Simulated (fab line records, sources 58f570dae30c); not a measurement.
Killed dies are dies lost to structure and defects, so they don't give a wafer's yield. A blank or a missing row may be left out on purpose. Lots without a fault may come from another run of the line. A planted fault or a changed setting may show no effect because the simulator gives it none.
fab line records | flow berkeley_cmos170
record lots=5 wafers=15 last_day=11
route steps=331 shown NSD@189 BACKSIDE@199
lots that met no fault: from a run of the same line without faults
start_h: hours from the record's first day to the start of the lot's first wafer shown | wait_h: hours since the lot's step before | " the same as in the row above | L1.1+2: a row that stands for several wafers | - no value, or no start given | * or withheld: withheld | < > ~ a bound
route shown NAME@n: a module of which the file shows steps, and the number in the route of the first | usual: mean/standard deviation of fault-free wafers | same: alike in all rows | chamber/n: place in a boat | sites: the reading at each site | _std_site: their standard deviation | _edge_site: outer sites' mean less inner sites' | radius_mm: how far each site lies from the wafer's centre | mask NAME#n: copy n | behind: the tool/chamber that last shaped the wafer | hold: why the lot was held/for how many hours/how that ended | device: the transistor (n, p or np) that didn't switch | end of line: the same wafers' tests at the end of the route | a step without rows: its recipe alone | killed: dies lost to structure and defects at the first sort, not the wafer's yield | map: a wafer's dies, x killed, . not, _ none there
set.NAME: the setting as run; set.NAME@STEP: as run at that earlier step | model.NAME: the simulator's own value behind a step, which no gauge read
lots at some steps of the route; a table a step, a row a wafer
services: from which hour (start_h, from the record's first day; less than 0 if before it) a tool's chamber was out of use, for how many hours, and why
## steps
# step UCB170_NSD_SOFTBAKE_02
# recipe resist=KrF temp_c=130 time_s=60
# columns lot.wafer tool chamber start_h wait_h
L074.2+4+6 litho_track-04 0 142.85 0.1
L081.1+4+6 litho_track-02 0 180.81 0.1
L092.2+3+6 litho_track-02 0 223.63 0.1
L096.2+3+5 litho_track-04 0 241.93 0.1
L094.3+5+6 litho_track-01 0 242.21 0.1
# step UCB170_NSD_EXPOSE_03
# recipe mask_id=NSELECT_MOD na=0.5 sigma_outer=0.6 source_shape=conventional target_cd_nm=1200 dose_mj=30
# columns lot.wafer tool chamber start_h wait_h mask
L074.2+4+6 krf_scanner-02 0 142.99 0.1 NSELECT_MOD#0
L081.1+4+6 krf_scanner-02 0 181.11 0.3 NSELECT_MOD#0
L092.2+3+6 krf_scanner-02 0 223.90 0.2 NSELECT_MOD#0
L096.2+3+5 krf_scanner-01 0 242.07 0.1 NSELECT_MOD#0
L094.3+5+6 krf_scanner-02 0 242.48 0.2 NSELECT_MOD#0
# step UCB170_NSD_PEB_04
# recipe peb_temp_c=130 peb_time_s=withheld resist=KrF
# columns lot.wafer tool chamber start_h wait_h
L074.2+4+6 litho_track-01 0 143.16 0.2
L081.1+4+6 litho_track-04 0 181.62 0.5
L092.2+3+6 litho_track-01 0 224.03 0.1
L096.2+3+5 litho_track-01 0 242.34 0.2
L094.3+5+6 litho_track-04 0 243.00 0.5
# step UCB170_NSD_DEVELOP_05
# recipe developer=TMAH develop_time_s=45 resist=KrF dev_temp_c=21
# columns lot.wafer tool chamber start_h wait_h
L074.2+4+6 litho_track-01 0 - -
L081.1+4+6 litho_track-04 0 - -
L092.2+3+6 litho_track-01 0 - -
L096.2+3+5 litho_track-01 0 - -
L094.3+5+6 litho_track-04 0 - -
# step UCB170_NSD_CD_MEAS_06
# recipe target_cd_nm=1200
# usual cd_nm=1200.2/1.4
# columns lot.wafer tool chamber start_h wait_h cd_nm
L074.2 cd_sem-01 - 143.43 - 1201.6
L074.4 " - " " 1201.5
L074.6 " - " " 1200.3
L081.1 cd_sem-02 - 181.89 - 1202.1
L081.4 " - " " 1202.3
L081.6 " - " " 1200.9
L092.2 cd_sem-01 - 224.30 - 1199.7
L092.3 " - " " 1199.1
L092.6 " - " " 1197.6
L096.2 cd_sem-02 - 242.61 - 1201.5
L096.3 " - " " 1202.1
L096.5 " - " " 1201.4
L094.3 cd_sem-02 - 243.27 - 1199.3
L094.5 " - " " 1198.1
L094.6 " - " " 1199.9
# step UCB170_NSD_OVL_MEAS_07
# usual NSD_OVL=-3/6.1
# columns lot.wafer tool chamber start_h wait_h NSD_OVL[nm]
L074.2 overlay-01 - 143.54 0.1 -1
L074.4 " - " " -6
L074.6 " - " " 2
L081.1 overlay-02 - 182.01 0.1 1
L081.4 " - " " 5
L081.6 " - " " 10
L092.2 overlay-02 - 224.40 0.1 2
L092.3 " - " " -1
L092.6 " - " " -2
L096.2 overlay-01 - 242.71 0.1 -1
L096.3 " - " " 4
L096.5 " - " " 8
L094.3 overlay-01 - 243.36 0.1 -14
L094.5 " - " " -13
L094.6 " - " " -16
# step UCB170_NSD_IMPLANT_08
# recipe species=P dose_cm2=2.978e+15 energy_kev=40 tilt_deg=7
# columns lot.wafer tool chamber start_h wait_h
L074.2+4+6 implanter-02 0 143.60 0.0
L081.1+4+6 implanter-01 0 182.05 0.0
L092.2+3+6 implanter-04 0 224.46 0.0
L096.2+3+5 implanter-04 0 242.77 0.0
L094.3+5+6 implanter-02 0 243.43 0.1
# step UCB170_NSD_STRIP_09
# recipe chemistry=O2 power_w=400 pressure_mtorr=3500 platen_temp_c=withheld o2_flow_sccm=400 overash_fraction=0.5
# usual drypump_motor_current_A=5.7/0.36 o2_flow_sccm=400.2/1.2 oes_product_au=0.537/0.0046 strip_time_to_endpoint_s=36.11/0.081
# columns lot.wafer tool chamber start_h wait_h drypump_motor_current_A o2_flow_sccm oes_product_au rf_hours_counter_h strip_time_to_endpoint_s
L074.2 plasma_asher-04 1 143.72 0.1 5.4 399.8 0.529 37 36.32
L074.4 " 1 " " 5.4 399.1 0.530 - 36.28
L074.6 " 1 " " 5.4 400.1 0.538 - 36.25
L081.1 plasma_asher-02 1 182.20 0.1 5.8 401.5 0.539 46 36.16
L081.4 " 1 " " 5.8 402.2 0.536 - 36.13
L081.6 " 0 " " 6.1 400.1 0.539 - 36.20
L092.2 plasma_asher-02 1 224.58 0.1 5.8 399.8 0.535 52 36.13
L092.3 " 1 " " 5.8 402.9 0.547 - 36.16
L092.6 " 0 " " 6.1 400.6 0.541 - 36.24
L096.2 plasma_asher-02 1 242.89 0.1 5.8 401.9 0.532 54 36.12
L096.3 " 0 " " 6.1 400.4 0.546 - 35.94
L096.5 " 0 " " 6.1 400.8 0.534 - 36.10
L094.3 plasma_asher-04 0 243.57 0.1 5.3 399.7 0.544 - 36.00
L094.5 " 0 " " 5.3 401.6 0.543 - 35.97
L094.6 " 1 " " 5.4 401.5 0.535 - 35.96
# step UCB170_NSD_TW_MEAS_10
# usual NSD_TW=4221/37
# columns lot.wafer tool chamber start_h wait_h NSD_TW
L074.2 film_metro-02 - 143.83 0.1 4206
L074.4 " - " " 4214
L074.6 " - " " 4224
L081.1 film_metro-02 - 182.30 0.1 4201
L081.4 " - " " 4202
L081.6 " - " " 4196
L092.2 film_metro-01 - 224.79 0.2 4229
L092.3 " - " " 4238
L092.6 " - " " 4246
L096.2 film_metro-01 - 243.00 0.1 4241
L096.3 " - " " 4249
L096.5 " - " " 4257
L094.3 film_metro-04 - 243.65 0.1 4141
L094.5 " - " " 4194
L094.6 " - " " 4158
# step UCB170_NSD_CLEAN_11
# recipe chemistry=SPM temp_c=120 time_s=600
# columns lot.wafer tool chamber start_h wait_h
L074.2+4+6 wet_bench-04 0 143.88 0.0
L081.1+4+6 wet_bench-04 3 183.53 1.2
L092.2+3+6 wet_bench-01 3 224.84 0.0
L096.2+3+5 wet_bench-03 1 243.05 0.0
L094.3+5+6 wet_bench-03 3 243.69 0.0
# step UCB170_BACKSIDE_HMDS_00
# recipe prime_time_s=60 prime_temp_c=100
# columns lot.wafer tool chamber start_h wait_h
L074.2+4+6 litho_track-04 0 144.08 0.0
L081.1+4+6 litho_track-03 0 183.70 0.0
L092.2+3+6 litho_track-03 0 225.07 0.0
L096.2+3+5 litho_track-04 0 243.53 0.3
L094.3+5+6 litho_track-03 0 244.18 0.3
## services
# columns tool chamber start_h hours kind
krf_scanner-02 - 139.05 3.4 repair
krf_scanner-01 - 143.23 1.9 repair
implanter-04 - 143.95 3.3 repair
krf_scanner-01 - 154.96 4.4 pm
krf_scanner-01 - 160.57 0.8 pm
krf_scanner-01 - 162.39 2.5 repair
implanter-02 - 169.67 2.8 repair
krf_scanner-01 - 175.50 1.0 pm
implanter-02 - 176.68 1.2 repair
krf_scanner-02 - 182.29 0.2 repair
krf_scanner-02 - 188.76 1.3 pm
krf_scanner-02 - 195.19 0.8 pm
implanter-02 - 206.34 3.1 repair
krf_scanner-02 - 223.14 0.5 repair
implanter-02 - 225.37 3.0 repair
implanter-02 - 234.40 3.2 repair
## key
fault none
